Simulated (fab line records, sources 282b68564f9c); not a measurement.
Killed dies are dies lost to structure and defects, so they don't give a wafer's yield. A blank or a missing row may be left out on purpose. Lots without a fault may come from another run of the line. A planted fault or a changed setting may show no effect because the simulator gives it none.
A struck lot beside a sound one | flow rit_cmos | 21 steps out of a route of 202
Sound: wafers L336.1, L336.5, L336.6. Struck: wafers L348.1, L348.5, L348.6. The cause comes at the end.
At each step with rows: each side's tool, then ch and its chambers, then its first start. Under that, the readings that differ: sound wafers | struck wafers | difference of the means | sigmas: that difference in standard deviations of wafers without a fault.
alike: readings whose means differ by less than 2 such deviations, and words and numbers that are the same on both sides. not compared: withheld readings, readings that some wafer has no value for, bounds like >300 that may hide the same value, and numbers for which the record gives no deviation and whose values overlap.
The two part at a step that has a row with sigmas, a row that says differs or no value, or rows on one side only. Numbers that don't overlap but have no deviation are shown without sigmas and don't part them. A reading that every wafer of one side lacks parts them only if that side has two wafers or more.

RIT_GATE_CD_MEAS_16: target cd 150 nm.
  sound on cd_sem-02, day 2 13:16; struck on cd_sem-02, day 5 01:53
  alike: cd_nm
RIT_GATE_OVL_MEAS_17:
  sound on overlay-01, day 2 13:23; struck on overlay-01, day 5 02:00
  alike: GATE_OVL
then, 1 step without rows for these wafers: RIT_GATE_HARDBAKE_18 (time 60 s).
RIT_GATE_ETCH_19: etches poly-Si in SF6/CHF3/O2, stops on SiO2, time 165 s, target depth 312.5 nm.
  sound on rie_si-02 ch 0,1, day 2 13:34; struck on rie_si-02 ch 0,1,3, day 5 02:11
  reading              | sound             | struck            | difference | sigmas
  SF6_flow_sccm (sccm) | 29.74 29.93 30.02 | 30.15 30.10 30.01 | +0.19      | +2
  alike: drypump_motor_current_A, oes_product_au, throttle_valve_pct
  not compared: rf_hours_counter_h
RIT_GATE_STRIP_20: strips in O2, time 180 s.
  sound on plasma_asher-04 ch 0,1, day 2 13:41; struck on plasma_asher-03 ch 0,1, day 5 02:18
  alike: drypump_motor_current_A
  not compared: rf_hours_counter_h
RIT_GATE_CD_MEAS_90: target cd 150 nm.
  sound on cd_sem-02, day 2 13:52; struck on cd_sem-01, day 5 02:28
  alike: cd_nm
then, 4 steps without rows for these wafers: RIT_REOX_CLEAN_00 (cleans in SC1, time 600 s); RIT_REOX_CLEAN_01 (cleans in dHF, time 30 s); RIT_REOX_CLEAN_02 (cleans in SC2, time 600 s); RIT_REOX_OXIDATION_03 (target thk 25.2 nm, ox time 5580 s).
RIT_REOX_THK_MEAS_04:
  sound on film_metro-03, day 2 17:07; struck on film_metro-03, day 5 07:10
  alike: REOX_OXIDE_THK
then, 1 step without rows for these wafers: RIT_NLDD_HMDS_00 (prime time 60 s).
RIT_NLDD_COAT_01: resist thk 1000 nm.
  sound on litho_track-04 ch 0, day 2 17:20; struck on litho_track-04 ch 0, day 5 07:22
  reading                                   | sound          | struck         | difference | sigmas
  model.NOVOLAK_of_NLDD_COAT_01.thk_nm (nm) | 1005 1005 1003 | 1061 1062 1064 | +58        |
  alike: spin_speed_rpm
then, 4 steps without rows for these wafers: RIT_NLDD_SOFTBAKE_02 (time 60 s); RIT_NLDD_EXPOSE_03 (exposes mask M7, target cd 40700 nm); RIT_NLDD_PEB_04; RIT_NLDD_DEVELOP_05 (develop time 50 s).
RIT_NLDD_OVL_MEAS_06:
  sound on overlay-01, day 2 18:10; struck on overlay-01, day 5 08:10
  alike: NLDD_OVL
RIT_NLDD_HARDBAKE_07: time 60 s.
  sound on litho_track-01 ch 0, day 2 18:11; struck on litho_track-04 ch 0, day 5 08:12
  reading                                   | sound             | struck            | difference | sigmas
  model.NOVOLAK_of_NLDD_COAT_01.thk_nm (nm) | 887.9 888.2 886.2 | 937.3 938.3 939.4 | +50.9      |
then, 1 step without rows for these wafers: RIT_NLDD_IMPLANT_08.
RIT_M1_PROBE_99:
  sound on prober-01, day 3 10:28; struck on prober-01, day 5 23:41
  alike: killed_at_front_end, killed_dies, killed_open, killed_short

WHERE THEY PART
Only at RIT_GATE_ETCH_19, within this record. Later steps at which nothing parts them and some readings are alike: RIT_GATE_STRIP_20, RIT_GATE_CD_MEAS_90, RIT_REOX_THK_MEAS_04, RIT_NLDD_COAT_01, RIT_NLDD_OVL_MEAS_06, RIT_M1_PROBE_99.

WHY: what the simulator had put in
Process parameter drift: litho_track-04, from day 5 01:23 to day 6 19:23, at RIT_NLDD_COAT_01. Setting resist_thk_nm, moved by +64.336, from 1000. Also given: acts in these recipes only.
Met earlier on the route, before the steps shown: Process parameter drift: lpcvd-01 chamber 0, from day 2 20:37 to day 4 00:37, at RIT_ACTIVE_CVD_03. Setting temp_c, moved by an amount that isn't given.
